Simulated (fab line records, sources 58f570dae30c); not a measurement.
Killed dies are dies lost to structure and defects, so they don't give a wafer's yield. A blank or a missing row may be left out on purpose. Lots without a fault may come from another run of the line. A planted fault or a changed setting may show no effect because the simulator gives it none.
Which tool did it? | flow berkeley_cmos170 | 13 lots, 39 wafers sampled, at 3 steps of a route of 331

WHAT THE GAUGES READ, wafer by wafer
UCB170_PFIELD_TW_MEAS_09. Usual: PFIELD_TW 604, standard deviation 7.9.
lot  | measured    | on            | PFIELD_TW   | flag
L189 | day 4 08:50 | film_metro-04 | 599 598 599 |
L188 | day 4 09:05 | film_metro-03 | 613 612 612 |
L190 | day 4 21:10 | film_metro-03 | 613 614 614 |
L191 | day 5 02:37 | film_metro-03 | 614 614 617 |
L193 | day 5 13:27 | film_metro-04 | 601 598 601 |
L192 | day 5 13:42 | film_metro-03 | 614 615 618 |
L195 | day 5 21:46 | film_metro-03 | 615 616 614 |
L194 | day 5 22:20 | film_metro-01 | 596 599 599 |
L196 | day 6 07:34 | film_metro-03 | 618 614 615 |
L197 | day 6 07:43 | film_metro-01 | 594 594 595 |
L198 | day 6 12:43 | film_metro-01 | 595 597 596 |
L203 | day 7 10:50 | film_metro-04 | 552 547 547 | OFF
L207 | day 8 09:16 | film_metro-04 | 548 551 554 | OFF

UCB170_SACOX_THK_MEAS_02. Usual: SACOX_OXIDE_THK 14.19 nm, standard deviation 0.28.
lot  | measured    | on            | SACOX_OXIDE_THK (nm) | flag
L189 | day 5 03:47 | film_metro-03 | 13.74 13.92 13.72    |
L188 | day 5 03:48 | film_metro-02 | 14.45 14.30 14.69    |
L190 | day 5 17:50 | film_metro-01 | 14.17 14.27 14.36    |
L191 | day 5 20:45 | film_metro-03 | 14.25 14.14 14.25    |
L193 | day 6 07:06 | film_metro-01 | 14.41 14.44 14.71    |
L192 | day 6 07:05 | film_metro-02 | 14.21 14.07 14.01    |
L195 | day 6 16:28 | film_metro-03 | 13.86 13.80 13.89    |
L194 | day 6 16:29 | film_metro-02 | 14.06 13.82 13.86    |
L196 | day 7 02:38 | film_metro-01 | 14.37 14.12 14.40    |
L197 | day 7 02:41 | film_metro-01 | 14.31 14.40 14.18    |
L198 | day 7 07:09 | film_metro-03 | 14.58 14.52 14.35    |
L203 | day 8 04:12 | film_metro-01 | 13.81 13.64 13.83    |
L207 | day 9 02:10 | film_metro-03 | 14.44 14.85 14.52    |

WHICH TOOL RAN EACH LOT (tool, then ch and the chambers of the sampled wafers, then the start)
lot  | UCB170_PFIELD_IMPLANT_07
L189 | implanter-02 ch 0, day 4 08:35
L188 | implanter-03 ch 0, day 4 08:52
L190 | implanter-03 ch 0, day 4 20:56
L191 | implanter-03 ch 0, day 5 02:22
L193 | implanter-03 ch 0, day 5 13:14
L192 | implanter-04 ch 0, day 5 13:27
L195 | implanter-03 ch 0, day 5 21:31
L194 | implanter-03 ch 0, day 5 22:07
L196 | implanter-02 ch 0, day 6 07:20
L197 | implanter-03 ch 0, day 6 07:28
L198 | implanter-02 ch 0, day 6 12:28
L203 | implanter-04 ch 0, day 7 10:35
L207 | implanter-04 ch 0, day 8 09:02
- UCB170_PFIELD_IMPLANT_07

WHAT THE TOOLS THEMSELVES READ (means of the sampled wafers that have a number; where no wafer has one, the mark that the record gives instead)
UCB170_PFIELD_IMPLANT_07. Usual: dose_ions_cm2 2.0001e+13, standard deviation 2.2e+10; end_station_pressure_torr 5.02e-06 Torr, standard deviation 2.8e-07; faraday_current_uA 63.6, standard deviation 1.4; tilt_deg 7.001 degrees, standard deviation 0.019.
lot  | tool         | dose_ions_cm2 | end_station_pressure_torr (Torr) | faraday_current_uA | tilt_deg (degrees) | flag
L189 | implanter-02 | 2.0022e+13    | 5.09e-06                         | 62.9               | 7.014              |
L188 | implanter-03 | 2.0005e+13    | 5.02e-06                         | 63.3               | 6.963              |
L190 | implanter-03 | 2.0012e+13    | 5.13e-06                         | 64.5               | 7.023              |
L191 | implanter-03 | 2.0005e+13    | 4.82e-06                         | 63.6               | 7.013              |
L193 | implanter-03 | 2.0016e+13    | 4.88e-06                         | 63.2               | 7.007              |
L192 | implanter-04 | 1.9991e+13    | 4.71e-06                         | 63.2               | 6.977              |
L195 | implanter-03 | 2.0012e+13    | 4.92e-06                         | 64.3               | 6.995              |
L194 | implanter-03 | 1.9979e+13    | 5.06e-06                         | 63.5               | 7.016              |
L196 | implanter-02 | 2.0017e+13    | 4.95e-06                         | 62.7               | 7.022              |
L197 | implanter-03 | 2.0003e+13    | 4.78e-06                         | 63.5               | 7.001              |
L198 | implanter-02 | 2.0011e+13    | 5.06e-06                         | 63.7               | 6.994              |
L203 | implanter-04 | 1.5208e+13    | 5.13e-06                         | 48.1               | 7.002              | OFF
L207 | implanter-04 | 1.5205e+13    | 4.93e-06                         | 48.7               | 7.005              | OFF

THE ANSWER, worked out from the rows above alone
Rule: a lot is off if the mean of its wafers that have a number lies more than 3 standard deviations from the usual mean. A lot without any number at a reading at which 4 lots or more have one is off too. The other lots that the step has rows for count as sound. The gauges are gone through in route order, then the tools' own readings, and for those a lot's mean is taken as printed above. The first step at which some lot is off is used, and at that step the reading that is off furthest; a lot without a number counts as furthest.
Off: L203, L207, at UCB170_PFIELD_TW_MEAS_09 (PFIELD_TW).
A tool fits if, at a process step before that reading, it ran every lot that is off, and no sound lot after the first of them. The gauges at UCB170_PFIELD_TW_MEAS_09 aren't tried: what is off there is off at UCB170_PFIELD_IMPLANT_07 too, on other tools, and a gauge's error can't cause that. One fits: implanter-04 at UCB170_PFIELD_IMPLANT_07. Its last sound lot is L192 (day 5 13:27), its first lot that is off L203 (day 7 10:35): a fault that began between those two fits.
The tool's own readings at UCB170_PFIELD_IMPLANT_07 bear it out: on the lots that are off they differ by more than 5 times the standard deviation of the sound lots' means. dose_ions_cm2 reads 1.5206e+13 there against 2.0007e+13 on the sound lots; faraday_current_uA reads 48.4 there against 63.5 on the sound lots.

WHAT THE SIMULATOR HAD PUT IN
Process parameter drift: implanter-04, from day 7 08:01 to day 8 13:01, at UCB170_PFIELD_IMPLANT_07. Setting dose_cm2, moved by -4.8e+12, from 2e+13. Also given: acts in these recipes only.
Lots struck among those shown: L203, L207. The rule above found the same.
